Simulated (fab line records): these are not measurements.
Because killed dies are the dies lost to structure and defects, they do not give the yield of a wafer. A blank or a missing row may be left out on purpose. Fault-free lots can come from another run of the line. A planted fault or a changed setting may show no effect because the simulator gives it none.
A lot that was struck, set against a sound lot -- flow ritCmos -- 17 out of 202 route steps
Sound: these wafers, L865.3, L865.5, L865.6. Struck: wafers L870.1, L870.4, L870.5. Last of all comes the cause.
At each step with rows: each side's tool, then ch and its chambers, then its first start. Under that, the readings that differ: sound wafers -- struck wafers -- difference of the means -- sigmas: that difference in standard deviations of wafers without a fault.
alike: readings with means less than 2 such deviations apart, plus words and numbers identical on both sides. not compared: withheld readings, readings lacking a value on some wafer, bounds such as >300 that could conceal the same value, and numbers that have no deviation in the record and whose values overlap.
Wherever a step has rows on one side only, a row that says differs or no value, or a row with sigmas, the two part there. Non-overlapping numbers with no deviation appear without sigmas and do not part them. A reading that every wafer of one side lacks parts them only if that side has two wafers or more.

first, 2 steps without rows for these wafers: RIT_NRETRO_HARDBAKE_07 (time 120 s); RIT_NRETRO_IMPLANT_08.
RIT_NRETRO_STRIP_09: strips in O2, time 180 s.
  sound on plasmaAsher-04 ch 0,1, day 3 17:11; struck on plasmaAsher-02 ch 0,1, day 4 18:21
  alike: drypumpMotorCurrentA, rfReflPowerW
  not compared: rfHoursCounterH
RIT_NRETRO_TW_MEAS_10:
  sound: filmMetro-03 at day 3 17:20; struck: filmMetro-02 at day 4 18:32
  alike: NRETRO_TW
then, 6 steps without rows for these wafers: RIT_PRETRO_HMDS_00 (prime time 60 s); RIT_PRETRO_COAT_01 (resist thk 1300 nm); RIT_PRETRO_SOFTBAKE_02 (time 60 s); RIT_PRETRO_EXPOSE_03 (exposes mask M5, target cd 43700 nm); RIT_PRETRO_PEB_04; RIT_PRETRO_DEVELOP_05 (develop time 68 s).
RIT_PRETRO_OVL_MEAS_06:
  sound: overlay-01 at day 3 18:16; struck: overlay-02 at day 4 19:35
  alike: PRETRO_OVL
then, 1 step without rows for these wafers: RIT_PRETRO_HARDBAKE_07 (time 120 s).
RIT_PRETRO_IMPLANT_08:
  sound on implanter-03 ch 0, day 3 18:35; struck on implanter-03 ch 0, day 4 19:53
reading,sound,struck,difference,sigmas
implantIonAmu,11 11 11,49 49 49,+38,
model.implant.rpNm (nm),141.7 141.7 141.7,34.04 34.04 34.04,-107.66,
model.implant.drpNm (nm),55.07 55.07 55.07,17.23 17.23 17.23,-37.84,
RIT_PRETRO_STRIP_09: strips in O2, time 180 s.
  sound on plasmaAsher-02 ch 0,1, day 3 18:45; struck on plasmaAsher-03 ch 0,1, day 4 20:02
  alike: drypumpMotorCurrentA, rfReflPowerW
  not compared: rfHoursCounterH
RIT_PRETRO_TW_MEAS_10:
  sound: filmMetro-01 at day 3 18:53; struck: filmMetro-04 at day 4 20:13
reading,sound,struck,difference,sigmas
PRETRO_TW,473 473 474,785 779 783,+309,+91
then, 1 step without rows for these wafers: RIT_GATE_WET_ETCH_00 (etches SiO2 in BOE, target depth 56 nm, time 60 s).
RIT_M1_PROBE_99:
  sound: prober-01 at day 4 23:09; struck: prober-02 at day 5 22:55
reading,sound,struck,difference,sigmas
killed_at_M0_to_M3,1 0 0,0 0 0,+0,-2
  alike: killedAtContacts, killedAtFrontEnd, killedDies, killedOpen, killedShort

## WHERE THEY PART
Last at RIT_M1_PROBE_99 as far as this record goes, first at RIT_PRETRO_TW_MEAS_10.

WHY: the cause the simulator had injected
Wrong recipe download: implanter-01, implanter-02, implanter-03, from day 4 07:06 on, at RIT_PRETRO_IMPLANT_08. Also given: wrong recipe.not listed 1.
